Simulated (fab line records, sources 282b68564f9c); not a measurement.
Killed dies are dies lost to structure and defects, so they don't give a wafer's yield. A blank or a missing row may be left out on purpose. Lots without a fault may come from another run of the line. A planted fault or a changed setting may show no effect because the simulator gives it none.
Which tool did it? | flow rit_cmos | 14 lots, 42 wafers sampled, at 4 steps of a route of 202

WHAT THE GAUGES READ, wafer by wafer
RIT_NRETRO_TW_MEAS_10. Usual: NRETRO_TW 1053, standard deviation 7.7.
lot  | measured    | on            | NRETRO_TW      | flag
L523 | day 2 05:22 | film_metro-04 | 1063 1063 1065 |
L524 | day 2 11:52 | film_metro-04 | 1068 1056 1056 |
L525 | day 2 16:06 | film_metro-01 | 1042 1036 1039 |
L526 | day 2 22:26 | film_metro-01 | 1045 1040 1043 |
L527 | day 3 02:06 | film_metro-02 | 1062 1057 1058 |
L528 | day 3 07:04 | film_metro-01 | 1043 1042 1042 |
L529 | day 3 11:25 | film_metro-02 | 1062 1065 1057 |
L532 | day 4 03:16 | film_metro-01 | 1041 1050 1049 |
L535 | day 4 18:28 | film_metro-01 | 1048 1049 1044 |
L538 | day 5 08:29 | film_metro-02 | 1052 1052 1056 |
L543 | day 6 10:15 | film_metro-01 | 1043 1047 1053 |
L544 | day 6 15:23 | film_metro-02 | 1057 1061 1058 |
L545 | day 6 20:20 | film_metro-04 | 1056 1062 1063 |
L546 | day 7 00:30 | film_metro-02 | 1059 1060 1050 |

RIT_REOX_THK_MEAS_04. Usual: REOX_OXIDE_THK 25.0 nm, standard deviation 0.49.
lot  | measured    | on            | REOX_OXIDE_THK (nm) | flag
L523 | day 2 15:49 | film_metro-04 | 25.3 24.9 24.7      |
L524 | day 2 22:20 | film_metro-02 | 24.9 24.4 24.8      |
L525 | day 3 02:55 | film_metro-04 | 25.3 24.8 25.2      |
L526 | day 3 08:19 | film_metro-02 | 25.4 25.5 25.2      |
L527 | day 3 12:53 | film_metro-04 | 25.8 25.8 25.6      |
L528 | day 3 16:51 | film_metro-02 | 25.4 25.5 25.5      |
L529 | day 3 21:37 | film_metro-04 | 26.1 25.8 25.9      |
L532 | day 4 13:14 | film_metro-03 | 25.6 24.9 25.3      |
L535 | day 5 04:37 | film_metro-02 | 24.9 25.3 25.2      |
L538 | day 5 19:58 | film_metro-03 | 24.5 24.9 25.1      |
L543 | day 6 20:54 | film_metro-04 | 24.9 24.7 25.0      |
L544 | day 7 01:12 | film_metro-03 | 25.7 25.7 24.9      |
L545 | day 7 06:16 | film_metro-02 | 24.8 24.7 24.7      |
L546 | day 7 10:36 | film_metro-03 | 24.1 23.9 24.5      |

RIT_NLDD_TW_MEAS_10. Usual: NLDD_TW 2495, standard deviation 16.
lot  | measured    | on            | NLDD_TW        | flag
L523 | day 2 17:22 | film_metro-04 | 2506 2496 2525 |
L524 | day 2 23:47 | film_metro-04 | 2508 2521 2503 |
L525 | day 3 04:20 | film_metro-02 | 2511 2508 2512 |
L526 | day 3 09:50 | film_metro-02 | 2517 2504 2519 |
L527 | day 3 14:25 | film_metro-01 | 2495 2488 2483 |
L528 | day 3 18:21 | film_metro-01 | 2473 2470 2468 |
L529 | day 3 23:02 | film_metro-01 | 30 30 30       | OFF
L532 | day 4 14:46 | film_metro-01 | 30 30 30       | OFF
L535 | day 5 06:09 | film_metro-02 | 2488 2498 2501 |
L538 | day 5 21:26 | film_metro-04 | 2501 2510 2496 |
L543 | day 6 22:26 | film_metro-04 | 2505 2519 2520 |
L544 | day 7 02:37 | film_metro-02 | 2495 2500 2501 |
L545 | day 7 07:46 | film_metro-02 | 2498 2516 2509 |
L546 | day 7 12:09 | film_metro-01 | 2497 2489 2489 |

WHICH TOOL RAN EACH LOT (tool, then ch and the chambers of the sampled wafers, then the start)
lot  | RIT_NLDD_DEVELOP_05
L523 | litho_track-02 ch 0, day 2 16:00
L524 | litho_track-02 ch 0, day 2 23:00
L525 | litho_track-02 ch 0, day 3 03:00
L526 | litho_track-04 ch 0, day 3 09:00
L527 | litho_track-04 ch 0, day 3 13:00
L528 | litho_track-03 ch 0, day 3 17:00
L529 | litho_track-04 ch 0, day 3 22:00
L532 | litho_track-04 ch 0, day 4 14:00
L535 | litho_track-03 ch 0, day 5 05:00
L538 | litho_track-03 ch 0, day 5 20:00
L543 | litho_track-04 ch 0, day 6 21:00
L544 | litho_track-04 ch 0, day 7 01:00
L545 | litho_track-04 ch 0, day 7 07:00
L546 | litho_track-04 ch 0, day 7 11:00
- RIT_NLDD_DEVELOP_05: develop time 50 s.

WHAT THE TOOLS THEMSELVES READ (means of the sampled wafers that have a number; where no wafer has one, the mark that the record gives instead)
RIT_NLDD_DEVELOP_05. Usual: chill_plate_temp_C 22.99 C, standard deviation 0.11.
lot  | tool           | chill_plate_temp_C (C) | flag
L523 | litho_track-02 | 22.86                  |
L524 | litho_track-02 | 22.84                  |
L525 | litho_track-02 | 23.04                  |
L526 | litho_track-04 | 23.01                  |
L527 | litho_track-04 | 22.90                  |
L528 | litho_track-03 | 23.10                  |
L529 | litho_track-04 | 22.96                  |
L532 | litho_track-04 | 22.96                  |
L535 | litho_track-03 | 23.03                  |
L538 | litho_track-03 | 23.17                  |
L543 | litho_track-04 | 22.96                  |
L544 | litho_track-04 | 23.10                  |
L545 | litho_track-04 | 23.03                  |
L546 | litho_track-04 | 23.06                  |

THE ANSWER, worked out from the rows above alone
Rule: a lot is off if the mean of its wafers that have a number lies more than 3 standard deviations from the usual mean. A lot without any number at a reading at which 4 lots or more have one is off too. The other lots that the step has rows for count as sound. The gauges are gone through in route order, then the tools' own readings, and for those a lot's mean is taken as printed above. The first step at which some lot is off is used, and at that step the reading that is off furthest; a lot without a number counts as furthest.
Off: L529, L532, at RIT_NLDD_TW_MEAS_10 (NLDD_TW).
A tool fits if, at a process step before that reading, it ran every lot that is off, and no sound lot after the first of them. The gauges at RIT_NLDD_TW_MEAS_10 are tried like those tools. None of those tried fits.

WHAT THE SIMULATOR HAD PUT IN
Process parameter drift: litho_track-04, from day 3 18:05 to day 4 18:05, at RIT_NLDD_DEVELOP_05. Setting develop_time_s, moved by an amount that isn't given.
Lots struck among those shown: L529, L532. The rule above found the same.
